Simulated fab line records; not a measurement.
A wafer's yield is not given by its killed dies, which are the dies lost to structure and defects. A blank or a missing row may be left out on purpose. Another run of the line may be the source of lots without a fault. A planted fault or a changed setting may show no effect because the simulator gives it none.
One fault through the eyes of 2 desks	flow berkeley cmos170	each desk has only its own numbers; what lay behind them comes last

THE METROLOGY DESK
Means of the sampled wafers that have a number, per lot and without regard to the tool the lot ran on: this is what the gauges read. A lot is out of limits, marked OUT, if its mean lies more than 4 standard deviations from the usual mean; the brackets give that distance.
Columns: A = ACTIVE_OVL at UCB170_ACTIVE_OVL_MEAS_14, usual 0 nm; B = PFIELD_OVL at UCB170_PFIELD_OVL_MEAS_06, usual 1 nm; C = FIELD_OXIDE_LEFT_2_THK at UCB170_FIELD_THK_MEAS_91, usual 355 nm
lot	first seen here	A	B	C
L472	day 4 03:37	4	0	356
L473	day 4 12:52	3	1	357
L474	day 4 13:00	-1	6	373
L475	day 4 21:22	-6	-2	348
L476	day 4 21:35	6	1	343
L481	day 6 02:47	-4	5	350
L480	day 6 02:57	6	-5	349
L479	day 6 03:33	-2	-1	353
L483	day 6 18:07	3	2	344
L484	day 6 18:13	3	3	359
L486	day 7 01:15	4	3	354
L488	day 7 13:40	10	2	362
L489	day 7 13:56	-1	-2	368
L490	day 8 00:43	-9	2	356
Result from this desk: across the 14 lots, nothing is out of limits.

DESK OF THE TOOL OWNER: implanter-03
The tool's own readings at UCB170_NSD_IMPLANT_08, given as means over the sampled wafers that have a number, one for each lot that went through this tool. A lot is out of limits, marked OUT, if its mean lies more than 4 standard deviations from the usual mean; the brackets give that distance.
Columns: A = beam on s at UCB170_NSD_IMPLANT_08, usual 10.02 s; B = tilt deg at UCB170_NSD_IMPLANT_08, usual 6.998 degrees
lot	first seen here	A	B
L474	day 7 00:48	9.95	7.001
L473	day 7 01:08	10.03	7.004
L476	day 7 10:14	9.91	6.999
L479	day 8 10:02	10.04	6.987
L483	day 9 02:49	9.96	6.981
L486	day 9 12:56	9.99	7.725 (+38) OUT
L489	day 10 02:38	10.31	7.736 (+39) OUT
This desk's finding: out of limits on L486, L489; first on L486, day 9 12:56 (tilt deg at UCB170_NSD_IMPLANT_08). L474, L473, L476, L479, L483 stayed within limits.

ALL TOGETHER
An alarm could have come from the tool owner's desk at day 9 12:56, on L486, L489.
Metrology desk: nothing out of limits seen.
The metrology desk has L486, L489 on record, within its limits.
UCB170_NSD_IMPLANT_08 was run on implanter-03 by each of the lots named.

WHAT THE SIMULATOR HAD INSERTED
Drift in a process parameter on implanter-03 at UCB170_NSD_IMPLANT_08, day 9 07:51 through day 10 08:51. Setting tilt deg, moved by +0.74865, from 7. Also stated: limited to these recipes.
Lots struck among those shown: L486, L489.
Time in hours from fault onset to the first out-of-limits reading at each desk: the tool owner's desk, 5.
